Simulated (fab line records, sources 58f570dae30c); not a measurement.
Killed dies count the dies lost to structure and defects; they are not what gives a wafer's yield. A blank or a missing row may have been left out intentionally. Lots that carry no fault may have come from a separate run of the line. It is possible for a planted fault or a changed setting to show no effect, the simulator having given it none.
fab line records | flow berkeley-cmos170
record lots=14 wafers=42 last-day=12
route steps=331 shown ACTIVE@73 FIELD@91 PVT@119
lots that met no fault: taken from a fault-free run of the same line
start-h: hours from the record's opening day to when the first of the lot's shown wafers began | wait-h: hours from the lot's prior step to this one | " repeats the value in the row above | L1.1+2: a row that stands for several wafers | - no value, or no start was given | * or withheld: withheld | < > ~ a bound
route shown NAME@n: NAME is a module with steps in the file, n the number in the route of the first one | usual: mean/standard deviation of fault-free wafers | same: alike in all rows | chamber/n: place in a boat | sites: the reading at each site | _std_site: how widely they spread, as a standard deviation | _edge_site: mean of outer sites minus mean of inner sites | radius-mm: for every site, how far away it sits from the centre of the wafer | mask NAME#n: copy n | behind: the tool/chamber that last shaped the wafer | hold: the reason the lot was held/the length of the hold in hours/how it ended | device: which transistor (n, p or np) failed to switch | end of line: the route-end tests of the same wafers | for a step that has no rows: nothing shown but its recipe | killed: count of dies lost to structure and defects at first sort (not the wafer's yield) | map: shows each die of a wafer: x if killed, . if not, _ if none is there
set.NAME: the setting that was run; set.NAME@STEP: the one run at that earlier step | model.NAME: the simulator's own value behind a step, which no gauge read
one table for each step of the route and one row for each wafer, over a sample of lots
## steps
# step UCB170_ACTIVE_CD_MEAS_13
# recipe target-cd-nm=1200
# usual cd-nm=1200.5/1
# columns lot.wafer tool chamber start-h wait-h cd-nm
L860.1 cd-sem-02 - 93.48 - 1201.3
L860.3 " - " " 1200.0
L860.6 " - " " 1200.2
L859.2 cd-sem-01 - 93.70 - 1200.5
L859.3 " - " " 1200.9
L859.4 " - " " 1201.3
L858.1 cd-sem-02 - 93.76 - 1199.6
L858.2 " - " " 1200.0
L858.5 " - " " 1200.4
L863.1 cd-sem-01 - 106.90 - 1200.4
L863.3 " - " " 1201.6
L863.4 " - " " 1200.5
L864.3 cd-sem-02 - 114.36 - 1199.2
L864.4 " - " " 1199.6
L864.5 " - " " 1200.9
L865.2 cd-sem-01 - 114.58 - 1199.4
L865.4 " - " " 1200.1
L865.6 " - " " 1200.2
L871.1 cd-sem-02 - 146.02 - 1199.7
L871.2 " - " " 1199.9
L871.4 " - " " 1198.6
L874.1 cd-sem-02 - 156.35 - 1201.0
L874.5 " - " " 1201.8
L874.6 " - " " 1200.6
L878.2 cd-sem-01 - 169.75 - 1200.4
L878.4 " - " " 1198.9
L878.6 " - " " 1199.1
L876.1 cd-sem-02 - 169.91 - 1200.5
L876.2 " - " " 1198.5
L876.6 " - " " 1198.7
L877.1 cd-sem-01 - 169.98 - 1200.7
L877.4 " - " " 1200.2
L877.5 " - " " 1201.2
L879.1 cd-sem-02 - 181.62 - 1200.9
L879.2 " - " " 1199.2
L879.4 " - " " 1200.8
L880.1 cd-sem-01 - 182.28 - 1200.7
L880.5 " - " " 1200.5
L880.6 " - " " 1200.5
L881.3 cd-sem-02 - 189.07 - 1202.4
L881.4 " - " " 1201.7
L881.6 " - " " 1202.0
# step UCB170_FIELD_THK_MEAS_02
# recipe reads=SiO2_of_FIELD_OXIDATION_01
# usual FIELD_OXIDE_THK=565/10
# columns lot.wafer tool chamber start-h wait-h FIELD_OXIDE_THK[nm]
L858.1 film-metro-02 - 102.79 0.0 555
L858.2 " - " " 557
L858.5 " - " " 566
L860.1 film-metro-04 - 102.79 0.0 557
L860.3 " - " " 557
L860.6 " - " " 549
L859.2 film-metro-01 - 102.80 0.0 569
L859.3 " - " " 567
L859.4 " - " " 563
L863.1 film-metro-04 - 115.01 0.0 575
L863.3 " - " " 582
L863.4 " - " " 570
L864.3 film-metro-04 - 123.35 0.0 572
L864.4 " - " " 572
L864.5 " - " " 572
L865.2 film-metro-01 - 123.36 0.0 564
L865.4 " - " " 559
L865.6 " - " " 570
L871.1 film-metro-01 - 153.55 0.0 577
L871.2 " - " " 584
L871.4 " - " " 579
L874.1 film-metro-02 - 164.01 0.0 555
L874.5 " - " " 559
L874.6 " - " " 553
L876.1 film-metro-04 - 177.55 0.0 569
L876.2 " - " " 573
L876.6 " - " " 562
L877.1 film-metro-01 - 177.55 0.0 573
L877.4 " - " " 568
L877.5 " - " " 568
L878.2 film-metro-02 - 177.56 0.0 556
L878.4 " - " " 566
L878.6 " - " " 561
L879.1 film-metro-02 - 189.23 0.0 570
L879.2 " - " " 561
L879.4 " - " " 563
L880.1 film-metro-01 - 193.33 0.0 548
L880.5 " - " " 548
L880.6 " - " " 544
L881.3 film-metro-01 - 197.60 0.0 547
L881.4 " - " " 545
L881.6 " - " " 553
# step UCB170_PVT_PEB_04
# recipe peb-temp-c=130 peb-time-s=withheld resist=KrF
# usual chill-plate-temp-C=23.00/0.11 exhaust-pa=44.8/0.93 resist-line-temp-C=23.01/0.1
# columns lot.wafer tool chamber start-h wait-h chill-plate-temp-C exhaust-pa resist-line-temp-C
L860.1 litho-track-01 0 119.17 0.6 22.74 46.6 23.00
L860.3 " 0 " " 22.73 44.8 23.06
L860.6 " 0 " " 22.76 44.2 22.88
L859.2 litho-track-01 0 119.47 0.2 22.87 44.5 22.89
L859.3 " 0 " " 23.05 45.6 22.86
L859.4 " 0 " " 22.89 44.0 22.98
L858.1 litho-track-01 0 119.72 0.2 23.14 44.3 22.90
L858.2 " 0 " " 23.17 44.6 23.03
L858.5 " 0 " " 22.99 44.3 22.97
L863.1 litho-track-01 0 139.22 0.9 23.01 45.2 23.02
L863.3 " 0 " " 23.02 45.3 23.03
L863.4 " 0 " " 22.98 45.6 22.86
L864.3 litho-track-01 0 142.49 0.1 23.12 44.1 22.94
L864.4 " 0 " " 23.05 43.4 23.02
L864.5 " 0 " " 22.91 43.4 22.88
L865.2 litho-track-03 0 142.79 0.1 23.18 43.5 23.38
L865.4 " 0 " " 23.19 45.4 23.18
L865.6 " 0 " " 23.11 45.9 23.10
L871.1 litho-track-02 - 175.09 0.6 - - -
L871.2 " - " " - - -
L871.4 " - " " - - -
L874.1 litho-track-02 - 187.27 0.2 - - -
L874.5 " - " " - - -
L874.6 " - " " - - -
L877.1 litho-track-01 0 198.53 0.4 22.89 44.7 23.03
L877.4 " 0 " " 22.76 45.0 22.92
L877.5 " 0 " " 22.95 45.2 23.02
L878.2 litho-track-02 0 199.23 0.6 22.97 43.8 22.94
L878.4 " 0 " " 22.96 45.9 23.02
L878.6 " 0 " " 22.89 44.2 22.97
L876.1 litho-track-01 0 199.26 0.5 22.91 47.9 22.96
L876.2 " 0 " " 23.04 45.8 23.09
L876.6 " 0 " " 23.03 45.2 23.03
L879.1 litho-track-01 0 212.40 0.3 22.98 45.1 23.01
L879.2 " 0 " " 23.11 43.9 23.05
L879.4 " 0 " " 23.06 44.6 23.13
L880.1 litho-track-02 0 218.98 0.1 23.08 43.8 23.00
L880.5 " 0 " " 23.02 45.1 23.01
L880.6 " 0 " " 23.02 44.8 22.89
L881.3 litho-track-01 0 219.73 0.4 22.73 45.5 23.03
L881.4 " 0 " " 22.98 44.9 23.07
L881.6 " 0 " " 23.01 45.0 23.18
# step UCB170_FIELD_THK_MEAS_91
# recipe reads=SiO2_of_FIELD_OXIDATION_01
# usual FIELD_OXIDE_LEFT_2_THK=360/10
# columns lot.wafer tool chamber start-h wait-h FIELD_OXIDE_LEFT_2_THK[nm]
L860.1 film-metro-02 - 119.87 0.0 351
L860.3 " - " " 350
L860.6 " - " " 342
L859.2 film-metro-02 - 120.30 0.0 365
L859.3 " - " " 362
L859.4 " - " " 359
L858.1 film-metro-04 - 120.40 0.0 352
L858.2 " - " " 355
L858.5 " - " " 363
L863.1 film-metro-02 - 139.90 0.0 372
L863.3 " - " " 380
L863.4 " - " " 368
L864.3 film-metro-01 - 143.14 0.0 367
L864.4 " - " " 366
L864.5 " - " " 366
L865.2 film-metro-02 - 143.46 0.0 359
L865.4 " - " " 354
L865.6 " - " " 365
L871.1 film-metro-04 - 175.80 0.0 374
L871.2 " - " " 381
L871.4 " - " " 376
L874.1 film-metro-01 - 187.95 0.0 350
L874.5 " - " " 355
L874.6 " - " " 349
L877.1 film-metro-04 - 199.22 0.0 368
L877.4 " - " " 363
L877.5 " - " " 362
L876.1 film-metro-02 - 201.42 0.0 365
L876.2 " - " " 368
L876.6 " - " " 359
L878.2 film-metro-04 - 201.43 0.0 351
L878.4 " - " " 360
L878.6 " - " " 357
L879.1 film-metro-02 - 213.09 0.0 365
L879.2 " - " " 356
L879.4 " - " " 358
L880.1 film-metro-01 - 219.67 0.0 343
L880.5 " - " " 342
L880.6 " - " " 340
L881.3 film-metro-01 - 220.40 0.0 342
L881.4 " - " " 340
L881.6 " - " " 349
## key
first-sign step=UCB170_PVT_PEB_04 reading=tool-record direction=missing
effect none on later readings
met-at UCB170_PVT_PEB_04
struck-lots L871,L874
sort-left-out L871.1,L871.2,L871.4,L874.1,L874.5,L874.6
tester-left-out L871,L874
not-acting-at UCB170_ACTIVE_CD_MEAS_13,UCB170_FIELD_THK_MEAS_02,UCB170_FIELD_THK_MEAS_91
fault kind=skipped-step-whole tool=litho-track-02 chamber=- onset-h=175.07 steps=UCB170_PVT_PEB_04 scope=struck-lots-only
# tester-left-out: of these lots the tester's yield and bins aren't shown, on N5 and GAA mostly nor the transistor test; their killed dies are dies lost to structure and defects alone, not to doping, threshold or leakage, so they don't give the yield
# sort-left-out: the simulated sort isn't trusted on such a fault, so these wafers' sort isn't shown, and their yield isn't known
